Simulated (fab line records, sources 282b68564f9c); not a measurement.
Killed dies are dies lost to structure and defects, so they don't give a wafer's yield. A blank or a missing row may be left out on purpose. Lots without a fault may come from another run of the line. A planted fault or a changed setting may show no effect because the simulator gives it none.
fab line records | flow rit_cmos | part 2 of 2: steps 43 to 44 of 44
record lots=6 wafers=18 last_day=7
route steps=202 shown GATE@89 REOX@98 NLDD@103 PLDD@114 SPACER@125 SDANNEAL@155 M1@202
lots that met no fault: from a run of the same line without faults
start_h: hours from the record's first day to the start of the lot's first wafer shown | wait_h: hours since the lot's step before | " the same as in the row above | L1.1+2: a row that stands for several wafers | - no value, or no start given | * or withheld: withheld | < > ~ a bound
route shown NAME@n: a module of which the file shows steps, and the number in the route of the first | usual: mean/standard deviation of fault-free wafers | same: alike in all rows | chamber/n: place in a boat | sites: the reading at each site | _std_site: their standard deviation | _edge_site: outer sites' mean less inner sites' | radius_mm: how far each site lies from the wafer's centre | mask NAME#n: copy n | behind: the tool/chamber that last shaped the wafer | hold: why the lot was held/for how many hours/how that ended | device: the transistor (n, p or np) that didn't switch | end of line: the same wafers' tests at the end of the route | a step without rows: its recipe alone | killed: dies lost to structure and defects at the first sort, not the wafer's yield | map: a wafer's dies, x killed, . not, _ none there
set.NAME: the setting as run; set.NAME@STEP: as run at that earlier step | model.NAME: the simulator's own value behind a step, which no gauge read
lots at some steps of the route; a table a step, a row a wafer
services: from which hour (start_h, from the record's first day; less than 0 if before it) a tool's chamber was out of use, for how many hours, and why
## steps
# step RIT_SDANNEAL_CLEAN_02
# recipe chemistry=SC2 mix=3:3:50 time_s=600 temp_c=75 dry=n2_spin
# usual bath_guard_temp_C=75.0/0.45
# columns lot.wafer tool chamber start_h wait_h bath_guard_temp_C model.poly-Si_of_GATE_CVD_08.thk_nm
L679.1 wet_bench-03 0 80.38 0.0 75.0 167.3
L679.2 " 0 " " 75.1 166.3
L679.5 " 0 " " 74.9 168.6
L685.1 wet_bench-02 0 105.76 0.0 75.1 170.7
L685.2 " 0 " " 75.8 174.5
L685.4 " 0 " " 75.9 167.1
L686.1 wet_bench-04 0 110.62 0.0 74.4 171.9
L686.4 " 0 " " 74.7 173.1
L686.6 " 0 " " 74.8 171.3
L687.3 wet_bench-03 2 115.95 0.0 75.3 160.2
L687.4 " 2 " " 75.5 163.2
L687.5 " 2 " " 75.4 160.9
L692.2 wet_bench-03 0 140.52 0.0 75.1 161.7
L692.4 " 0 " " 74.9 161.5
L692.5 " 0 " " 75.4 161
L694.2 wet_bench-02 2 149.79 0.0 74.7 165.3
L694.4 " 2 " " 74.9 168
L694.5 " 2 " " 75.2 162.8
# step RIT_M1_PROBE_99
# usual killed_at_contacts=0.1/0.29 killed_at_front_end=7/3 killed_dies=8/3 killed_open=3.7/2 killed_short=3.8/2.1
# same gross_dies=264 killed_at_M0_to_M3=0 killed_at_M4_up=0 killed_at_back_side=0 killed_at_other=0
# columns lot.wafer tool chamber start_h wait_h killed_at_contacts killed_at_front_end killed_dies killed_open killed_short model.etest.pmos_turned.r_on_ohm_um model.etest.pmos_0p3.r_on_ohm_um model.etest.pmos_0p15.r_on_ohm_um model.etest.pldd.rs_ohm_sq model.etest.nldd.rs_ohm_sq model.etest.nmos_0p15.r_on_ohm_um model.etest.nmos_0p3.r_on_ohm_um model.etest.nmos_turned.drive_ua_um
L679.1 prober-02 - 88.19 0.1 0 9 9 5 4 3410 6388 2694 538.8 410.6 1065 2140 317.5
L679.2 prober-02 - 88.24 0.1 0 8 8 2 6 3437 6408 2737 527.5 405.2 1119 2168 317
L679.5 prober-02 - 88.39 0.2 0 15 15 8 7 3263 6224 2598 520.8 404 1050 2094 323.1
L685.1 prober-02 - 113.79 0.1 0 9 9 5 4 2639 5765 2227 231.6 234.6 1048 2125 405.4
L685.2 prober-02 - 113.84 0.1 0 2 2 0 2 2663 5822 2268 233 234.3 1044 2137 390.1
L685.4 prober-02 - 113.94 0.2 1 8 9 2 7 2719 5817 2323 231.7 232.8 1146 2181 395.2
L686.1 prober-01 - 118.25 0.1 0 8 8 4 4 2344 5254 1969 233.9 227.8 899.2 1929 464.4
L686.4 prober-01 - 118.40 0.2 0 11 11 6 5 2323 5250 1960 233.5 226.7 903 1932 472
L686.6 prober-01 - 118.50 0.2 0 17 17 7 10 2293 5314 1930 234 226.5 909 1960 472.7
L687.3 prober-02 - 123.53 0.2 0 7 7 5 2 3696 6468 2940 589.8 367.1 1154 2173 336.9
L687.4 prober-02 - 123.58 0.2 0 7 7 4 3 3592 6347 2870 564.3 360.9 1113 2148 339.2
L687.5 prober-02 - 123.63 0.2 0 9 9 6 3 3450 6270 2784 549 355 1119 2126 353.6
L692.2 prober-01 - 148.22 0.1 0 8 8 3 5 3362 6204 2723 483.5 365.8 1097 2122 339.4
L692.4 prober-01 - 148.32 0.2 0 8 8 3 5 3425 6298 2787 477.4 364 1141 2154 331.6
L692.5 prober-01 - 148.37 0.2 0 2 2 1 1 3280 6202 2672 470.8 363.9 1088 2121 340.7
L694.2 prober-01 - 157.55 0.1 0 10 10 6 4 3459 6322 2801 495.6 386.2 1185 2218 310.9
L694.4 prober-01 - 157.65 0.2 0 7 7 3 4 3372 6340 2726 477.8 382.3 1139 2175 315.4
L694.5 prober-01 - 157.70 0.2 1 12 13 7 6 3431 6297 2788 488.5 386.9 1188 2194 318.3
# killed by level:class
L679.1 GATE:geometric_particle:open=3 SPACER:geometric_particle:short=2 FOX1:geometric_particle:open=1 GATE:geometric_particle:short=1 SILICIDE:geometric_particle:short=1 SILICIDE:geometric_particle:open=1
L679.2 FOX1:geometric_particle:short=4 FOX2:geometric_particle:short=1 GATE:geometric_particle:short=1 GATE:geometric_particle:open=1 SILICIDE:geometric_particle:open=1
L679.5 GATE:geometric_particle:short=4 FOX1:geometric_particle:short=3 GATE:geometric_particle:open=3 SILICIDE:geometric_particle:open=2 FOX1:geometric_particle:open=1 FOX2:geometric_particle:open=1 REOX:geometric_particle:open=1
L685.1 FOX2:geometric_particle:short=3 GATE:geometric_particle:open=2 REOX:geometric_particle:open=2 REOX:geometric_particle:short=1 SPACER:geometric_particle:open=1
L685.2 GATE:geometric_particle:short=2
L685.4 FOX2:geometric_particle:short=3 REOX:geometric_particle:open=2 SILICIDE:geometric_particle:short=2 REOX:geometric_particle:short=1 CONTACT:geometric_particle:short=1
L686.1 GATE:geometric_particle:short=2 REOX:geometric_particle:open=2 FOX2:geometric_particle:short=1 GATE:geometric_particle:open=1 SPACER:geometric_particle:short=1 SPACER:geometric_particle:open=1
L686.4 GATE:geometric_particle:short=3 REOX:geometric_particle:open=3 GATE:geometric_particle:open=2 REOX:geometric_particle:short=2 FOX2:geometric_particle:open=1
L686.6 GATE:geometric_particle:open=3 REOX:geometric_particle:open=3 REOX:geometric_particle:short=3 FOX2:geometric_particle:short=2 GATE:geometric_particle:short=2 SPACER:geometric_particle:short=2 FOX1:geometric_particle:short=1 FOX2:geometric_particle:open=1
L687.3 FOX2:geometric_particle:open=2 GATE:geometric_particle:short=2 FOX1:geometric_particle:open=1 GATE:geometric_particle:open=1 SPACER:geometric_particle:open=1
L687.4 GATE:geometric_particle:open=2 FOX1:geometric_particle:open=1 GATE:geometric_particle:short=1 REOX:geometric_particle:short=1 REOX:geometric_particle:open=1 SPACER:geometric_particle:short=1
L687.5 GATE:geometric_particle:open=2 SILICIDE:geometric_particle:open=2 GATE:geometric_particle:short=1 REOX:geometric_particle:short=1 REOX:geometric_particle:open=1 SPACER:geometric_particle:open=1 SILICIDE:geometric_particle:short=1
L692.2 GATE:geometric_particle:short=4 GATE:geometric_particle:open=2 FOX2:geometric_particle:short=1 REOX:geometric_particle:open=1
L692.4 GATE:geometric_particle:short=2 FOX1:geometric_particle:open=1 FOX2:geometric_particle:short=1 GATE:geometric_particle:open=1 SPACER:geometric_particle:short=1 SPACER:geometric_particle:open=1 SILICIDE:geometric_particle:short=1
L692.5 FOX1:geometric_particle:open=1 SILICIDE:geometric_particle:short=1
L694.2 GATE:geometric_particle:short=3 GATE:geometric_particle:open=3 FOX1:geometric_particle:open=1 FOX2:geometric_particle:open=1 SILICIDE:geometric_particle:open=1 SILICIDE:geometric_particle:short=1
L694.4 SILICIDE:geometric_particle:short=2 FOX1:geometric_particle:short=1 GATE:geometric_particle:open=1 REOX:geometric_particle:open=1 REOX:geometric_particle:short=1 SPACER:geometric_particle:open=1
L694.5 FOX1:geometric_particle:short=3 GATE:geometric_particle:short=3 GATE:geometric_particle:open=2 SPACER:geometric_particle:open=2 FOX1:geometric_particle:open=1 SILICIDE:geometric_particle:open=1 CONTACT:geometric_particle:open=1
## services
# columns tool chamber start_h hours kind
furnace-04 - 43.49 3.2 pm
furnace-04 - 46.68 3.0 pm
plasma_asher-03 - 53.22 1.4 repair
rie_si-02 0 68.58 11.9 repair
rie_diel-02 - 69.61 0.8 repair
rie_si-02 3 70.12 1.5 repair
rie_si-02 - 73.02 1.6 repair
rie_diel-04 - 75.58 2.8 pm
rie_diel-03 - 82.63 1.3 repair
rie_diel-04 - 87.53 0.4 repair
rie_diel-03 - 92.45 0.4 repair
rie_si-02 3 100.27 1.2 repair
plasma_asher-01 - 108.75 9.0 pm
plasma_asher-01 0 108.75 9.0 vent_cycle
plasma_asher-01 1 108.75 9.0 vent_cycle
rie_diel-04 2 109.46 16.7 repair
rie_diel-02 2 111.94 8.3 repair
plasma_asher-03 - 116.76 2.8 pm
plasma_asher-01 0 117.75 - clean
plasma_asher-01 1 117.75 - clean
rie_diel-03 0 126.46 5.0 repair
rie_diel-03 2 130.14 9.4 repair
plasma_asher-02 - 147.75 0.7 repair
rie_si-01 - 147.97 14.6 pm
## key
first_sign step=RIT_REOX_OXIDATION_03 reading=tube_center_temp_C direction=down sigmas=99+ usual=* struck=*
effect step=RIT_REOX_OXIDATION_03 reading=tube_center_temp_C_max direction=down sigmas=99+ usual=* struck=*
effect step=RIT_REOX_THK_MEAS_04 reading=REOX_OXIDE_THK direction=down sigmas=33 usual=25.1 struck=12.2
model_effect step=RIT_REOX_OXIDATION_03 value=SiO2_of_REOX_OXIDATION_03.thk_nm without=25.18 struck=12.17
model_effect step=RIT_SPACER_CLEAN_00 value=SiO2_of_REOX_OXIDATION_03.thk_nm without=23.24 struck=11.23
model_effect step=RIT_SDANNEAL_CLEAN_02 value=poly-Si_of_GATE_CVD_08.thk_nm without=165 struck=171.4
model_effect step=RIT_M1_PROBE_99 value=etest.pmos_turned.r_on_ohm_um without=3469 struck=2497
met_at RIT_REOX_OXIDATION_03
struck_wafers L685.1,L685.2,L685.4,L686.1,L686.4,L686.6
tester_left_out L685,L686
onset_between 68.38 94.16
fault kind=process_parameter_drift tool=furnace-02 chamber=- onset_h=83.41 steps=RIT_REOX_OXIDATION_03 channel=temp_c offset=* shape=step end_h=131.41 acts_in=* stated=*
# tester_left_out: of these lots the tester's yield and bins aren't shown, on N5 and GAA mostly nor the transistor test; their killed dies are dies lost to structure and defects alone, not to doping, threshold or leakage, so they don't give the yield
